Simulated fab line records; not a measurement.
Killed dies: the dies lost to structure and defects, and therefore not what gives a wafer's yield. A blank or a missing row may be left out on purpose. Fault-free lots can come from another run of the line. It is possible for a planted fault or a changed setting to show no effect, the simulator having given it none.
fab line records	flow rit_cmos
record lots=5	wafers=27
route steps=202 shown ACTIVE@11 FOX2@26 GATE@91 SDANNEAL@156 PSD@157 NSD@158 PLDD@159 CONTACT@168 M1@200
start_h: the number of hours between the record's first day and the start of the first shown wafer of the lot	wait_h: hours since the lot's step before	" same as the row above	L1.1+2: a single row standing in for several wafers	- no value, or no start was given	* or withheld: withheld	< > ~ a bound
route shown NAME@n: NAME is a module with steps in the file, n the number in the route of the first one	usual: the fault-free wafers' mean and standard deviation	same: alike in all rows	chamber/n: place in a boat	sites: the reading at each site	_std_site: the standard deviation of these	_edge_site: the outer-site mean with the inner-site mean subtracted	radius_mm: for every site, how far away it sits from the centre of the wafer	mask NAME#n: copy n	behind: the tool/chamber that last shaped the wafer	hold: reason for holding the lot/hours on hold/outcome of the hold	device: the n, p or np transistor that did not switch	end of line: tests run on the same wafers once the route is complete	a step with no rows: only its recipe	killed: dies that structure and defects cost at the first sort, which is not the same as the wafer's yield	map: the dies of a wafer, with x for killed, . for not killed, _ for no die there
set.NAME: the setting the step ran with; set.NAME@STEP: the setting that earlier step ran with	model.NAME: the simulator's own value behind a step, which no gauge read
lots run with intentionally changed settings; tables by step, rows by wafer
## steps
# step RIT_ACTIVE_DEVELOP_10
# recipe resist=NOVOLAK	develop_time_s=50	dev_temp_c=23
lot.wafer	tool	chamber	start_h	wait_h	set.develop_time_s
L075.1+3+4	litho_track-02	0	-	-	50
L076.1+3+6	litho_track-03	0	-	-	28.58
L076.2+4+5	"	0	"	"	50
L077.1+2+6	litho_track-03	0	-	-	71.83
L077.3+4+5	"	0	"	"	50
L080.1+3+5	litho_track-01	0	-	-	70.37
L080.2+4+6	"	0	"	"	50
L083.1+2+3	litho_track-01	0	-	-	50
L083.4+5+6	"	0	"	"	21.04
# step RIT_ACTIVE_CD_MEAS_11
# recipe target_cd_nm=1400
# usual cd_nm=1400.6/1.9
lot.wafer	tool	chamber	start_h	wait_h	set.develop_time_s@ACTIVE_DEVELOP_10	cd_nm
L075.1	cd_sem-02	-	20.15	-	50	1402.4
L075.3	"	-	"	"	50	1404.9
L075.4	"	-	"	"	50	1401.8
L076.1	cd_sem-02	-	25.27	-	28.58	1463.3
L076.2	"	-	"	"	50	1401.8
L076.3	"	-	"	"	28.58	1463.7
L076.4	"	-	"	"	50	1400.8
L076.5	"	-	"	"	50	1399.9
L076.6	"	-	"	"	28.58	1463.4
L077.1	cd_sem-02	-	31.59	-	71.83	1366.5
L077.2	"	-	"	"	71.83	1366.1
L077.3	"	-	"	"	50	1397.5
L077.4	"	-	"	"	50	1399.5
L077.5	"	-	"	"	50	1399.7
L077.6	"	-	"	"	71.83	1366.1
L080.1	cd_sem-02	-	44.96	-	70.37	1368.5
L080.2	"	-	"	"	50	1399.3
L080.3	"	-	"	"	70.37	1365.5
L080.4	"	-	"	"	50	1399.7
L080.5	"	-	"	"	70.37	1369.0
L080.6	"	-	"	"	50	1398.4
L083.1	cd_sem-02	-	60.43	-	50	1398.8
L083.2	"	-	"	"	50	1399.3
L083.3	"	-	"	"	50	1400.7
L083.4	"	-	"	"	21.04	1501.2
L083.5	"	-	"	"	21.04	1503.5
L083.6	"	-	"	"	21.04	1504.5
# step RIT_ACTIVE_HARDBAKE_12
# recipe resist=NOVOLAK	temp_c=140	time_s=60
# step RIT_ACTIVE_ETCH_13
# recipe stop_on=SiO2	chemistry=SF6	target=Si3N4	time_s=210	over_etch_frac=0.4	SF6_flow_sccm=200	pressure_mtorr=260	rf_w=125	target_depth_a=2100
lot.wafer	tool	chamber	start_h	wait_h	set.develop_time_s@ACTIVE_DEVELOP_10	model.ACTIVE.cd_nm
L075.1+4	rie_diel-01	0,3	20.42	0.1	50	1402
L075.3	"	2	"	"	50	-
L076.1+6	rie_diel-04	3	25.54	0.1	28.58	1463
L076.2	"	2	"	"	50	1402
L076.3	"	0	"	"	28.58	1464
L076.4	"	1	"	"	50	1401
L076.5	"	0	"	"	50	1400
L077.1+2+6	rie_diel-01	0,3,0	31.86	0.1	71.83	1366
L077.3	"	1	"	"	50	1397
L077.4	"	2	"	"	50	1399
L077.5	"	3	"	"	50	1400
L080.1	rie_diel-03	1	45.23	0.1	70.37	1368
L080.2+6	"	3,1	"	"	50	1399
L080.3	"	2	"	"	70.37	1366
L080.4	"	0	"	"	50	1400
L080.5	"	0	"	"	70.37	1369
L083.1+2	rie_diel-03	1,2	60.70	0.1	50	1399
L083.3	"	0	"	"	50	1400
L083.4	"	3	"	"	21.04	1501
L083.5	"	1	"	"	21.04	1503
L083.6	"	0	"	"	21.04	1505
# step RIT_ACTIVE_STRIP_14
# recipe chemistry=O2	time_s=180	resist=NOVOLAK	platen_temp_c=withheld	power_w=500	pressure_mtorr=4000	o2_flow_sccm=4000
# step RIT_ACTIVE_CD_MEAS_90
# recipe target_cd_nm=1400
# usual cd_nm=1400.5/1.9
lot.wafer	tool	chamber	start_h	wait_h	set.develop_time_s@ACTIVE_DEVELOP_10	cd_nm
L075.1	cd_sem-02	-	20.80	0.2	50	1402.1
L075.3	"	-	"	"	50	1404.8
L075.4	"	-	"	"	50	1402.2
L076.1	cd_sem-02	-	25.85	0.1	28.58	1463.8
L076.2	"	-	"	"	50	1402.0
L076.3	"	-	"	"	28.58	1463.7
L076.4	"	-	"	"	50	1400.9
L076.5	"	-	"	"	50	1400.0
L076.6	"	-	"	"	28.58	1463.4
L077.1	cd_sem-02	-	32.17	0.1	71.83	1366.6
L077.2	"	-	"	"	71.83	1366.1
L077.3	"	-	"	"	50	1397.4
L077.4	"	-	"	"	50	1399.5
L077.5	"	-	"	"	50	1399.9
L077.6	"	-	"	"	71.83	1366.4
L080.1	cd_sem-02	-	45.64	0.2	70.37	1367.9
L080.2	"	-	"	"	50	1399.7
L080.3	"	-	"	"	70.37	1366.1
L080.4	"	-	"	"	50	1400.0
L080.5	"	-	"	"	70.37	1369.5
L080.6	"	-	"	"	50	1398.5
L083.1	cd_sem-02	-	61.01	0.1	50	1399.1
L083.2	"	-	"	"	50	1399.4
L083.3	"	-	"	"	50	1400.6
L083.4	"	-	"	"	21.04	1500.9
L083.5	"	-	"	"	21.04	1503.2
L083.6	"	-	"	"	21.04	1504.6
# step RIT_FOX2_WET_ETCH_03
# recipe chemistry=H3PO4	target=Si3N4	target_depth_nm=195	temp_c=165	time_s=2700
lot.wafer	tool	chamber	start_h	wait_h	set.time_s	model.SiO2_of_ACTIVE_OXIDATION_01.thk_nm
L075.1	wet_bench-03	2	24.77	0.0	2700	42.55
L075.3	"	2	"	"	2700	41.69
L075.4	"	2	"	"	2700	42.38
L076.1	-	-	-	0.0	2700	41.04
L076.2	"	-	"	"	2700	41.64
L076.3	"	-	"	"	2700	40.09
L076.4	"	-	"	"	2700	41.36
L076.5	"	-	"	"	2700	39.99
L076.6	"	-	"	"	2700	41.39
L077.1	-	-	-	0.0	1895	43.6
L077.2	"	-	"	"	1895	44.01
L077.3	"	-	"	"	1895	43.28
L077.4	"	-	"	"	1895	42.44
L077.5	"	-	"	"	1895	44.13
L077.6	"	-	"	"	1895	43.87
L080.1	-	-	-	0.0	2700	41.18
L080.2	"	-	"	"	2700	42.22
L080.3	"	-	"	"	2700	41.65
L080.4	"	-	"	"	2700	41.81
L080.5	"	-	"	"	2700	41.76
L080.6	"	-	"	"	2700	41.49
L083.1	-	-	-	0.0	1425	44.75
L083.2	"	-	"	"	1425	44.05
L083.3	"	-	"	"	1425	43.85
L083.4	"	-	"	"	1425	44.34
L083.5	"	-	"	"	1425	44
L083.6	"	-	"	"	1425	44.14
# step RIT_GATE_DEVELOP_15
# recipe resist=NOVOLAK	develop_time_s=50	dev_temp_c=23
lot.wafer	tool	chamber	start_h	wait_h	set.develop_time_s
L075.1+3+4	litho_track-04	0	-	-	50
L076.1+2+6	litho_track-02	0	-	-	58.79
L076.3+4+5	"	0	"	"	50
L077.1+2+3+4+5+6	litho_track-03	0	-	-	50
L080.1+3+6	litho_track-04	0	-	-	50
L080.2+4+5	"	0	"	"	39.57
L083.1+5+6	litho_track-03	0	-	-	50
L083.2+3+4	"	0	"	"	26.57
# step RIT_SDANNEAL_RTA_03
# recipe temp_c=1050	time_s=5	idle_temp_c=600	ramp_up_c_per_s=342	ramp_down_c_per_s=171	cool_to_c=600	ambient=N2
lot.wafer	tool	chamber	start_h	wait_h	set.time_s
L075.1+3+4	rtp_anneal-02	0	59.34	0.0	5
L076.1+2+3	rtp_anneal-01	0	61.01	0.0	5
L076.4+5+6	"	0	"	"	3.589
L077.1+4+5	rtp_anneal-02	0	67.79	0.0	5.883
L077.2+3+6	"	0	"	"	5
L080.1+2+4	rtp_anneal-01	0	81.11	0.0	5
L080.3+5+6	"	0	"	"	3.91
L083.1+3+6	rtp_anneal-02	0	95.44	0.0	6.409
L083.2+4+5	"	0	"	"	5
# step RIT_SDANNEAL_RS_MEAS_04
# recipe thk_meas_gauge=four-point-probe
# usual PSD_RS=115.87/0.25
lot.wafer	tool	chamber	start_h	wait_h	set.time_s@SDANNEAL_RTA_03	PSD_RS[ohm/sq]
L075.1	film_metro-02	-	59.39	0.0	5	115.81
L075.3	"	-	"	"	5	115.56
L075.4	"	-	"	"	5	115.59
L076.1	film_metro-04	-	61.07	0.0	5	116.12
L076.2	"	-	"	"	5	115.97
L076.3	"	-	"	"	5	116.14
L076.4	"	-	"	"	3.589	120.44
L076.5	"	-	"	"	3.589	120.46
L076.6	"	-	"	"	3.589	120.57
L077.1	film_metro-04	-	67.85	0.0	5.883	113.75
L077.2	"	-	"	"	5	116.10
L077.3	"	-	"	"	5	116.26
L077.4	"	-	"	"	5.883	113.52
L077.5	"	-	"	"	5.883	113.60
L077.6	"	-	"	"	5	115.97
L080.1	film_metro-04	-	81.17	0.0	5	116.19
L080.2	"	-	"	"	5	116.07
L080.3	"	-	"	"	3.91	119.22
L080.4	"	-	"	"	5	116.12
L080.5	"	-	"	"	3.91	119.37
L080.6	"	-	"	"	3.91	119.60
L083.1	film_metro-04	-	95.50	0.0	6.409	112.68
L083.2	"	-	"	"	5	116.24
L083.3	"	-	"	"	6.409	112.63
L083.4	"	-	"	"	5	116.41
L083.5	"	-	"	"	5	116.18
L083.6	"	-	"	"	6.409	112.32
# step RIT_SDANNEAL_RS_MEAS_05
# recipe thk_meas_gauge=four-point-probe
# usual NSD_RS=84.49/0.27
lot.wafer	tool	chamber	start_h	wait_h	set.time_s@SDANNEAL_RTA_03	NSD_RS[ohm/sq]
L075.1	film_metro-02	-	59.51	0.1	5	84.89
L075.3	"	-	"	"	5	84.62
L075.4	"	-	"	"	5	84.78
L076.1	film_metro-04	-	61.19	0.1	5	84.35
L076.2	"	-	"	"	5	84.29
L076.3	"	-	"	"	5	84.47
L076.4	"	-	"	"	3.589	85.09
L076.5	"	-	"	"	3.589	84.94
L076.6	"	-	"	"	3.589	85.18
L077.1	film_metro-04	-	67.97	0.1	5.883	83.78
L077.2	"	-	"	"	5	84.16
L077.3	"	-	"	"	5	84.31
L077.4	"	-	"	"	5.883	83.86
L077.5	"	-	"	"	5.883	83.78
L077.6	"	-	"	"	5	84.39
L080.1	film_metro-04	-	81.29	0.1	5	84.41
L080.2	"	-	"	"	5	84.66
L080.3	"	-	"	"	3.91	84.78
L080.4	"	-	"	"	5	84.73
L080.5	"	-	"	"	3.91	84.84
L080.6	"	-	"	"	3.91	85.06
L083.1	film_metro-04	-	95.62	0.1	6.409	84.16
L083.2	"	-	"	"	5	84.81
L083.3	"	-	"	"	6.409	84.08
L083.4	"	-	"	"	5	84.84
L083.5	"	-	"	"	5	84.73
L083.6	"	-	"	"	6.409	83.78
# step RIT_SDANNEAL_RS_MEAS_06
# recipe thk_meas_gauge=four-point-probe
# usual PLDD_RS=178.6/0.48
lot.wafer	tool	chamber	start_h	wait_h	set.time_s@SDANNEAL_RTA_03	PLDD_RS[ohm/sq]
L075.1	film_metro-02	-	59.63	0.1	5	177.4
L075.3	"	-	"	"	5	177.7
L075.4	"	-	"	"	5	177.7
L076.1	film_metro-04	-	61.31	0.1	5	178.6
L076.2	"	-	"	"	5	178.4
L076.3	"	-	"	"	5	179.1
L076.4	"	-	"	"	3.589	184.4
L076.5	"	-	"	"	3.589	184.0
L076.6	"	-	"	"	3.589	184.0
L077.1	film_metro-04	-	68.09	0.1	5.883	176.2
L077.2	"	-	"	"	5	178.8
L077.3	"	-	"	"	5	178.6
L077.4	"	-	"	"	5.883	176.2
L077.5	"	-	"	"	5.883	176.4
L077.6	"	-	"	"	5	178.7
L080.1	film_metro-04	-	81.41	0.1	5	179.5
L080.2	"	-	"	"	5	179.5
L080.3	"	-	"	"	3.91	182.6
L080.4	"	-	"	"	5	179.3
L080.5	"	-	"	"	3.91	182.7
L080.6	"	-	"	"	3.91	183.1
L083.1	film_metro-04	-	95.74	0.1	6.409	175.4
L083.2	"	-	"	"	5	178.9
L083.3	"	-	"	"	6.409	175.5
L083.4	"	-	"	"	5	179.3
L083.5	"	-	"	"	5	178.8
L083.6	"	-	"	"	6.409	175.6
# step RIT_CONTACT_CVD_00
# recipe material=SiO2	target_thk_nm=400	precursor=TEOS	temp_c=390	time_s=61	rf_w=400
lot.wafer	tool	chamber	start_h	wait_h	set.time_s	model.SiO2_of_CONTACT_CVD_00.thk_nm
L075.1	pecvd-03	1	60.39	0.1	61	394.3
L075.3	"	1	"	"	61	399
L075.4	"	0	"	"	61	395.7
L076.1	pecvd-04	1	62.07	0.1	30.4	194.8
L076.2	"	2	"	"	30.4	203.2
L076.3	"	0	"	"	61	392.2
L076.4	"	1	"	"	61	405.2
L076.5	"	0	"	"	30.4	197.1
L076.6	"	2	"	"	61	405.5
L077.1	pecvd-01	2	68.85	0.1	61	389.5
L077.2	"	0	"	"	43.87	287.4
L077.3	"	1	"	"	61	394.3
L077.4	"	0	"	"	43.87	294.9
L077.5	"	1	"	"	43.87	282.4
L077.6	"	2	"	"	61	401.6
L080.1	pecvd-01	2	82.23	0.1	61	397.7
L080.2	"	1	"	"	97.07	629.1
L080.3	"	0	"	"	61	396.8
L080.4	"	0	"	"	61	404.8
L080.5	"	1	"	"	97.07	635.9
L080.6	"	2	"	"	97.07	640
L083.1	pecvd-01	2	96.50	0.1	61	397.3
L083.2	"	1	"	"	49.95	324.4
L083.3	"	0	"	"	61	403.9
L083.4	"	1	"	"	49.95	328.5
L083.5	"	0	"	"	61	403.8
L083.6	"	2	"	"	49.95	329.6
# step RIT_CONTACT_THK_MEAS_01
# recipe reads=SiO2_of_CONTACT_CVD_00
# usual CONTACT_TEOS_THK=400/5.4
lot.wafer	tool	chamber	start_h	wait_h	set.time_s@CONTACT_CVD_00	CONTACT_TEOS_THK[nm]
L075.1	film_metro-01	-	60.47	0.1	61	394
L075.3	"	-	"	"	61	399
L075.4	"	-	"	"	61	396
L076.1	film_metro-01	-	62.12	0.0	30.4	195
L076.2	"	-	"	"	30.4	203
L076.3	"	-	"	"	61	392
L076.4	"	-	"	"	61	405
L076.5	"	-	"	"	30.4	197
L076.6	"	-	"	"	61	406
L077.1	film_metro-04	-	68.90	0.0	61	389
L077.2	"	-	"	"	43.87	287
L077.3	"	-	"	"	61	394
L077.4	"	-	"	"	43.87	295
L077.5	"	-	"	"	43.87	282
L077.6	"	-	"	"	61	402
L080.1	film_metro-01	-	82.28	0.0	61	398
L080.2	"	-	"	"	97.07	629
L080.3	"	-	"	"	61	397
L080.4	"	-	"	"	61	405
L080.5	"	-	"	"	97.07	636
L080.6	"	-	"	"	97.07	640
L083.1	film_metro-04	-	96.55	0.0	61	397
L083.2	"	-	"	"	49.95	324
L083.3	"	-	"	"	61	404
L083.4	"	-	"	"	49.95	329
L083.5	"	-	"	"	61	404
L083.6	"	-	"	"	49.95	330
# step RIT_CONTACT_HMDS_02
# recipe prime_time_s=60	prime_temp_c=140
# step RIT_CONTACT_COAT_03
# recipe resist=NOVOLAK	spin_rpm=3250	resist_thk_nm=1000
# step RIT_CONTACT_HARDBAKE_10
# recipe resist=NOVOLAK	temp_c=140	time_s=60
# step RIT_CONTACT_ETCH_11
# recipe target_depth_a=4800	over_etch_frac=0.2	stop_on=TiSi2	chemistry=CHF3/CF4/Ar	target=SiO2	CHF3_flow_sccm=50	cf4_flow_sccm=10	Ar_flow_sccm=100	O2_flow_sccm=5	pressure_mtorr=100	rf_w=200	time_s=320
lot.wafer	tool	chamber	start_h	wait_h	set.time_s@CONTACT_CVD_00	model.CONTACT.feature_depth_nm	model.etch.depth_nm
L075.1	rie_diel-01	1	61.80	0.1	61	394.3	394.3
L075.3	"	0	"	"	61	399	399
L075.4	"	2	"	"	61	395.7	395.7
L076.1	rie_diel-02	2	63.79	0.1	30.4	194.8	194.8
L076.2	"	0	"	"	30.4	203.2	203.2
L076.3	"	1	"	"	61	392.2	392.2
L076.4	"	3	"	"	61	405.2	405.2
L076.5	"	1	"	"	30.4	197.1	197.1
L076.6	"	2	"	"	61	405.5	405.5
L077.1	rie_diel-01	2	70.35	0.1	61	389.5	389.5
L077.2	"	1	"	"	43.87	287.4	287.4
L077.3	"	3	"	"	61	394.3	394.3
L077.4	"	0	"	"	43.87	294.9	294.9
L077.5	"	0	"	"	43.87	282.4	282.4
L077.6	"	3	"	"	61	401.6	401.6
L080.1	rie_diel-03	0	84.18	0.1	61	397.7	397.7
L080.2	"	3	"	"	97.07	474.7	474.7
L080.3	"	2	"	"	61	396.8	396.8
L080.4	"	1	"	"	61	404.8	404.8
L080.5	"	1	"	"	97.07	474.1	474.1
L080.6	"	0	"	"	97.07	481.8	481.8
L083.1	rie_diel-02	3	98.10	0.1	61	397.3	397.3
L083.2	"	2	"	"	49.95	324.4	324.4
L083.3	"	1	"	"	61	403.9	403.9
L083.4	"	0	"	"	49.95	328.5	328.5
L083.5	"	3	"	"	61	403.8	403.8
L083.6	"	0	"	"	49.95	329.6	329.6
# step RIT_M1_ANNEAL_15
# recipe temp_c=450	time_s=1800	ambient=forming_gas_H2N2
lot.wafer	tool	chamber	start_h	wait_h	set.time_s
L075.1+3+4	-	-	65.39	0.1	1800
L076.1+2+3+4+5+6	-	-	-	0.1	2523
L077.1+2+3+4+5+6	-	-	-	0.6	1800
L080.1+2+3+4+5+6	-	-	-	0.1	2621
L083.1+2+3+4+5+6	-	-	-	0.7	2327
# step RIT_M1_PROBE_99
lot.wafer	tool	chamber	start_h	wait_h	set.develop_time_s@GATE_DEVELOP_15	model.etest.pmos_turned.r_on_ohm_um	model.etest.pmos_0p3.r_on_ohm_um	model.etest.pmos_0p15.r_on_ohm_um	model.etest.nmos_0p3.r_on_ohm_um	model.etest.nmos_0p15.r_on_ohm_um	model.etest.nmos_0p15.drive_ua_um	model.etest.ppoly_line.width_nm	model.etest.npoly_line.width_nm
L075.1	prober-01	-	67.01	0.1	50	3507	6440	2818	2204	1141	460.4	101.5	100.9
L075.3	prober-01	-	67.11	0.2	50	3541	6549	2824	2210	1133	460.2	100.6	99.75
L075.4	prober-01	-	67.16	0.2	50	3550	6568	2854	2233	1153	462.2	99.81	99.11
L076.1	prober-02	-	69.78	0.1	58.79	2682	5611	2059	1942	897.5	624.5	76.49	75.45
L076.2	prober-02	-	69.83	0.1	58.79	2689	5636	2047	1970	930.9	626.9	74.76	73.69
L076.3	prober-02	-	69.88	0.2	50	3312	6238	2649	2148	1092	481	101.6	101
L076.4	prober-02	-	69.93	0.2	50	3637	6379	2869	2136	1123	461.8	104.6	103.2
L076.5	prober-02	-	69.98	0.2	50	3610	6408	2866	2146	1124	467	104.7	102.8
L076.6	prober-02	-	70.03	0.2	58.79	2981	5842	2215	1976	909.5	619.3	74.51	73.7
L077.1	prober-01	-	75.81	0.1	50	3161	6276	2587	2150	1097	493.9	96.53	96.45
L077.2	prober-01	-	75.86	0.1	50	3391	6397	2680	2172	1103	478.1	97.35	96.58
L077.3	prober-01	-	75.91	0.2	50	3416	6415	2761	2199	1143	471.4	100.7	99.98
L077.4	prober-01	-	75.96	0.2	50	3201	6196	2596	2153	1112	501.3	97.12	96.38
L077.5	prober-01	-	76.01	0.2	50	3213	6192	2589	2164	1119	487.3	100.4	99.69
L077.6	prober-01	-	76.06	0.2	50	3351	6306	2681	2154	1101	486.4	97.64	97.71
L080.1	prober-02	-	89.16	0.1	50	3620	6494	2905	2146	1100	461.7	104	102.8
L080.2+5	prober-02	-	89.21	0.1	39.57	-	-	-	-	-	-	-	-
L080.3	prober-02	-	89.26	0.2	50	3922	6616	3042	2190	1126	447.1	102.6	101.4
L080.4	prober-02	-	89.31	0.2	39.57	4619	7617	3927	2500	1420	343.1	144.9	144.4
L080.6	prober-02	-	89.41	0.2	50	-	-	-	-	-	-	-	-
L083.1	prober-01	-	103.57	0.1	50	3258	6248	2666	2247	1213	447.4	102.5	102.7
L083.2	prober-01	-	103.62	0.1	26.57	6432	9322	5720	3088	2071	236.7	227	225.2
L083.3	prober-01	-	103.67	0.2	26.57	6042	8997	5431	3060	2025	242.4	222.5	221.9
L083.4	prober-01	-	103.72	0.2	26.57	6170	9035	5503	3028	1990	239.3	223.5	222.4
L083.5	prober-01	-	103.77	0.2	50	3414	6316	2735	2220	1163	449	102.8	101.8
L083.6	prober-01	-	103.82	0.2	50	3236	6231	2672	2236	1192	454.7	102.3	100.8
# killed by level:class
L075.1 GATE:geometric_particle:open=1 GATE:geometric_particle:short=1 SILICIDE:geometric_particle:open=1
L075.3 REOX:geometric_particle:open=1 SPACER:geometric_particle:open=1
L075.4 GATE:geometric_particle:open=3 REOX:geometric_particle:open=2 FOX1:geometric_particle:short=1 FOX2:geometric_particle:short=1 GATE:geometric_particle:short=1 SILICIDE:geometric_particle:open=1
## key
split step=RIT_ACTIVE_DEVELOP_10	setting=develop_time_s	stated=50	by=wafer
response step=RIT_ACTIVE_CD_MEAS_11	reading=cd_nm	change=-1.3	per=1%	r=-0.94
response step=RIT_ACTIVE_ETCH_13	reading=model.ACTIVE.cd_nm	change=-1.3	per=1%	r=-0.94
response step=RIT_ACTIVE_CD_MEAS_90	reading=cd_nm	change=-1.3	per=1%	r=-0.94
split step=RIT_FOX2_WET_ETCH_03	setting=time_s	stated=2700	by=lot
response step=RIT_FOX2_WET_ETCH_03	reading=model.SiO2_of_ACTIVE_OXIDATION_01.thk_nm	change=-0.0598	per=1%	r=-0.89
split step=RIT_GATE_DEVELOP_15	setting=develop_time_s	stated=50	by=wafer
response step=RIT_M1_PROBE_99	reading=model.etest.pmos_turned.r_on_ohm_um	change=-58.3	per=1%	r=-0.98
response step=RIT_M1_PROBE_99	reading=model.etest.pmos_0p3.r_on_ohm_um	change=-57.4	per=1%	r=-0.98
response step=RIT_M1_PROBE_99	reading=model.etest.pmos_0p15.r_on_ohm_um	change=-57.4	per=1%	r=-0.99
response step=RIT_M1_PROBE_99	reading=model.etest.nmos_0p3.r_on_ohm_um	change=-16.6	per=1%	r=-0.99
response step=RIT_M1_PROBE_99	reading=model.etest.nmos_0p15.r_on_ohm_um	change=-16.9	per=1%	r=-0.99
response step=RIT_M1_PROBE_99	reading=model.etest.nmos_0p15.drive_ua_um	change=+5.05	per=1%	r=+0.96
response step=RIT_M1_PROBE_99	reading=model.etest.ppoly_line.width_nm	change=-2.44	per=1%	r=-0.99
response step=RIT_M1_PROBE_99	reading=model.etest.npoly_line.width_nm	change=-2.44	per=1%	r=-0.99
split step=RIT_SDANNEAL_RTA_03	setting=time_s	stated=5	by=wafer
response step=RIT_SDANNEAL_RS_MEAS_04	reading=PSD_RS	change=-0.145	per=1%	r=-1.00
response step=RIT_SDANNEAL_RS_MEAS_05	reading=NSD_RS	change=-0.0239	per=1%	r=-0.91
response step=RIT_SDANNEAL_RS_MEAS_06	reading=PLDD_RS	change=-0.155	per=1%	r=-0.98
split step=RIT_CONTACT_CVD_00	setting=time_s	stated=61	by=wafer
response step=RIT_CONTACT_CVD_00	reading=model.SiO2_of_CONTACT_CVD_00.thk_nm	change=+3.99	per=1%	r=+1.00
response step=RIT_CONTACT_THK_MEAS_01	reading=CONTACT_TEOS_THK	change=+3.99	per=1%	r=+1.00
response step=RIT_CONTACT_ETCH_11	reading=model.CONTACT.feature_depth_nm	change=+2.67	per=1%	r=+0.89
response step=RIT_CONTACT_ETCH_11	reading=model.etch.depth_nm	change=+2.67	per=1%	r=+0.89
split step=RIT_M1_ANNEAL_15	setting=time_s	stated=1800	by=lot
response none clear
